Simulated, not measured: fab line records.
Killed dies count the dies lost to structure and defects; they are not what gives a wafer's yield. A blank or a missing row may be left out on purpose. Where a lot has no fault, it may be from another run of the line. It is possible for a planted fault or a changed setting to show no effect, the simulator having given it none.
Split-lot experiment ; flow berkeley-cmos170 ; 23 wafers read from 5 lots, route of 331 steps

== ABOUT THE SPLIT ==
At UCB170_ACTIVE_COAT_08 (resist thk 900 nm), the setting resist-thk-nm was moved away from the recipe's 900 nm on 11 of the 23 wafers read, by -5.5% to +3.9%. All remaining wafers had this setting at the recipe value.

Between the split and the reading, the file records no step.

== THE READING ==
KrF_of_ACTIVE_COAT_08.thk-nm (the simulator's own value, which no gauge read), in nm, at UCB170_ACTIVE_ETCH_15 (etches Si3N4 in CH3F/Ar/O2, stops on SiO2, target depth 242 nm, time 151 s). There is no usual value for it anywhere in the file. Average 725.2 nm, standard deviation 3 nm, over the 12 wafers here run with the recipe.

wafer;tool, chamber at the split;resist-thk-nm as run, nm;against the recipe;KrF_of_ACTIVE_COAT_08.thk-nm, nm;against lot-mates on the recipe
L074.1;litho-track-01, 0;850.9;-5.5%;676.6;-48.1
L074.2;litho-track-01, 0;850.9;-5.5%;674.5;-50.2
L074.4;litho-track-01, 0;900;recipe;724.5;-
L074.5;litho-track-01, 0;900;recipe;726.8;-
L074.6;litho-track-01, 0;900;recipe;722.9;-
L077.1;litho-track-02, 0;915.2;+1.7%;739.9;+14.3
L077.2;litho-track-02, 0;900;recipe;725.4;-
L077.4;litho-track-02, 0;915.2;+1.7%;740;+14.4
L077.5;litho-track-02, 0;915.2;+1.7%;738.9;+13.3
L077.6;litho-track-02, 0;900;recipe;725.8;-
L079.2;litho-track-01, 0;900;recipe;727.5;-
L079.5;litho-track-01, 0;900;recipe;730.4;-
L079.6;litho-track-01, 0;900;recipe;727.2;-
L082.2;litho-track-01, 0;900;recipe;720.1;-
L082.3;litho-track-01, 0;882.5;-1.9%;700.9;-19.3
L082.4;litho-track-01, 0;882.5;-1.9%;702.3;-17.9
L082.5;litho-track-01, 0;900;recipe;720.3;-
L082.6;litho-track-01, 0;882.5;-1.9%;703.8;-16.4
L083.1;litho-track-04, 0;934.8;+3.9%;754.4;+28.7
L083.2;litho-track-04, 0;900;recipe;723.4;-
L083.3;litho-track-04, 0;934.8;+3.9%;764.1;+38.4
L083.4;litho-track-04, 0;900;recipe;728;-
L083.5;litho-track-04, 0;934.8;+3.9%;757.1;+31.4

FIT RESULTS
A straight line over all 23 wafers: KrF_of_ACTIVE_COAT_08.thk-nm changes by +9.13 nm for each +1% of resist-thk-nm; r = +0.99; the points scatter about the line by 3.3 nm.
The same after taking each lot's own level away (the mean of its wafers on the recipe; 23 wafers): +8.79 nm for each +1%; r = +1.00; scatter 2 nm.
According to that fit, moving resist-thk-nm by its largest amount changes the reading by 48 nm.
The span of the lots' own levels, 720.20 to 728.37 nm, comes to 2.7 times the standard deviation stated above.
The two slopes agree, so the slope changes little with the lot-to-lot level.
Check: for one of the wafers moved furthest among these (-5.5%), held out of the fit, the line's prediction against its lot-mates is -48.6 nm. It came out at -48.1 nm against them.

== OTHER SPLITS APPLIED TO THESE WAFERS ==
Before the reading, these wafers also passed through other splits. Each is held against what the fit with the lots' levels taken away leaves over:
other split on the same wafers;wafers away from the commonest value;r with KrF_of_ACTIVE_COAT_08.thk-nm (lot level and that fit taken away)
UCB170_NWELL_ETCH_13 rf-w;8;-0.03
UCB170_PWELL_OXIDATION_02 temp-c;18;-0.03
UCB170_WELLDRIVE_OXIDATION_01 temp-c;18;+0.02

== THE WHOLE CHAIN: every reading that the file lists as answering this split, in the file's order ==
step;what it does;reading;change (the file's fit);r (the file's)
UCB170_ACTIVE_COAT_08;resist thk 900 nm;KrF_of_ACTIVE_COAT_08.thk-nm (the simulator's own value, which no gauge read);+9.06 nm for each +1% of the setting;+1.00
UCB170_ACTIVE_ETCH_15;etches Si3N4 in CH3F/Ar/O2, stops on SiO2, target depth 242 nm, time 151 s;KrF_of_ACTIVE_COAT_08.thk-nm (the simulator's own value, which no gauge read);+8.84 nm for each +1% of the setting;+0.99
UCB170_ACTIVE_STRIP_16;strips in O2;strip-time-to-endpoint-s;withheld for each +1% of the setting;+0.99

== THE FILE'S OWN FIT ==
KrF_of_ACTIVE_COAT_08.thk-nm changes by +8.84 nm for each +1% of resist-thk-nm, r = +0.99.
